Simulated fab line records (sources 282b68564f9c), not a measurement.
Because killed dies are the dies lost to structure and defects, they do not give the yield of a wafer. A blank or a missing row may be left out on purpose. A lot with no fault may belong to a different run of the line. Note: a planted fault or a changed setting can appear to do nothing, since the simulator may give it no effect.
Which tool did it?	flow rit cmos	45 wafers from 15 lots sampled at 2 of the route's 202 steps

== WHAT EACH GAUGE READ, for each wafer ==
RIT_GATE_CD_MEAS_90: target cd 150 nm.
lot	measured	on	cd nm (nm)
L532	day 2 19:32	cd sem-02	150.8 150.4 150.0
L533	day 2 21:36	cd sem-01	153.2 152.7 153.9
L537	day 3 19:46	cd sem-01	150.0 152.3 151.9
L538	day 3 23:24	cd sem-01	150.9 152.6 150.8
L539	day 4 03:36	cd sem-01	150.9 148.2 150.4
L540	day 4 11:46	cd sem-01	154.8 150.0 151.1
L542	day 4 20:09	cd sem-02	- - -
L543	day 5 00:19	cd sem-01	- - -
L544	day 5 05:52	cd sem-01	- - -
L546	day 5 14:50	cd sem-01	149.0 149.6 150.3
L548	day 5 22:35	cd sem-01	144.5 143.5 145.7
L549	day 6 03:08	cd sem-01	151.0 152.8 151.3
L551	day 6 13:07	cd sem-01	145.3 149.5 147.2
L553	day 6 23:14	cd sem-02	152.0 150.4 151.9
L554	day 7 07:15	cd sem-02	145.4 147.1 148.1

== EACH LOT AND THE TOOL THAT RAN IT (in order: tool; ch and the chambers of the sampled wafers; start) ==
lot	RIT_GATE_ETCH_19
L532	rie si-02 ch 2,3, day 2 19:07
L533	rie si-01 ch 0,2,3, day 2 21:19
L537	rie si-01 ch 1,2,3, day 3 19:29
L538	rie si-02 ch 0,1, day 3 23:05
L539	rie si-01 ch 2,3, day 4 03:17
L540	rie si-02 ch 0,1,2, day 4 11:29
L542	rie si-02 ch 0,1,3, day 4 19:49
L543	rie si-01 ch 0,1,2, day 5 00:01
L544	rie si-02 ch 0,1,3, day 5 05:35
L546	rie si-02 ch 0,2, day 5 14:32
L548	rie si-02 ch 1,2, day 5 22:19
L549	rie si-01 ch 0,1,2, day 6 02:50
L551	rie si-01 ch 1,2,3, day 6 12:48
L553	rie si-01 ch 1,2,3, day 6 22:56
L554	rie si-02 ch 0,1, day 7 06:57
- RIT_GATE_ETCH_19: etches poly-Si in SF6/CHF3/O2, stops on SiO2, time 172.7 s, target depth 312.5 nm.

== WHAT THE TOOLS THEMSELVES READ (means of the sampled wafers that have a number; where no wafer has one, the mark that the record gives instead) ==
RIT_GATE_ETCH_19.
lot	tool	CHF3_flow_sccm (sccm)	O2_flow_sccm (sccm)	drypump motor current A (A)	oes product au (a.u.)	throttle valve pct (%)
L532	rie si-02	30.08	5.024	6.1	0.840	10.22
L533	rie si-01	30.02	5.011	5.2	0.850	10.21
L537	rie si-01	29.95	4.985	5.8	0.852	10.21
L538	rie si-02	30.10	4.998	5.6	0.844	10.22
L539	rie si-01	29.93	4.991	5.5	0.840	10.20
L540	rie si-02	30.07	4.999	5.9	0.840	10.28
L542	rie si-02	-	-	-	-	-
L543	rie si-01	-	-	-	-	-
L544	rie si-02	-	-	-	-	-
L546	rie si-02	29.96	4.998	6.1	0.826	10.33
L548	rie si-02	29.95	4.995	5.5	0.842	10.12
L549	rie si-01	29.99	4.997	5.7	0.842	10.21
L551	rie si-01	30.11	4.992	5.8	0.845	10.21
L553	rie si-01	30.02	5.008	5.8	0.845	10.21
L554	rie si-02	29.97	5.008	6.0	0.848	10.39

== THE ANSWER, worked out from the rows above alone ==
Rule: the lots themselves supply what counts as usual. The widest of any qualifying gaps counts: lots, ordered by their means at a reading, are off when they make up no more than a third of the lots, leave a main group of 4 or more, and stand apart from it by 3 or more times the standard deviation of that group's means. A main group whose means are all the same, to the digits that the tables above print for the reading, isn't used. A lot without any number at a reading at which 4 lots or more have one is off too. All remaining lots with rows at the step are treated as sound. The gauges are gone through in route order, then the tools' own readings, and for those a lot's mean is taken as printed above. The first step at which some lot is off is used, and at that step the reading that is off furthest; a lot without a number counts as furthest.
Off: L542, L543, L544, at RIT_GATE_CD_MEAS_90 (cd nm). Without a number there: L542, L543, L544. The main group has a mean of 150.0 nm with a standard deviation of 2.4.
A tool fits if, at a process step before that reading, it ran every lot that is off, and no sound lot after the first of them. The gauges at RIT_GATE_CD_MEAS_90 aren't tried: what is off there is off at RIT_GATE_ETCH_19 too, on other tools, and a gauge's error can't cause that. None of those tried fits.

== WHAT THE SIMULATOR PUT IN ==
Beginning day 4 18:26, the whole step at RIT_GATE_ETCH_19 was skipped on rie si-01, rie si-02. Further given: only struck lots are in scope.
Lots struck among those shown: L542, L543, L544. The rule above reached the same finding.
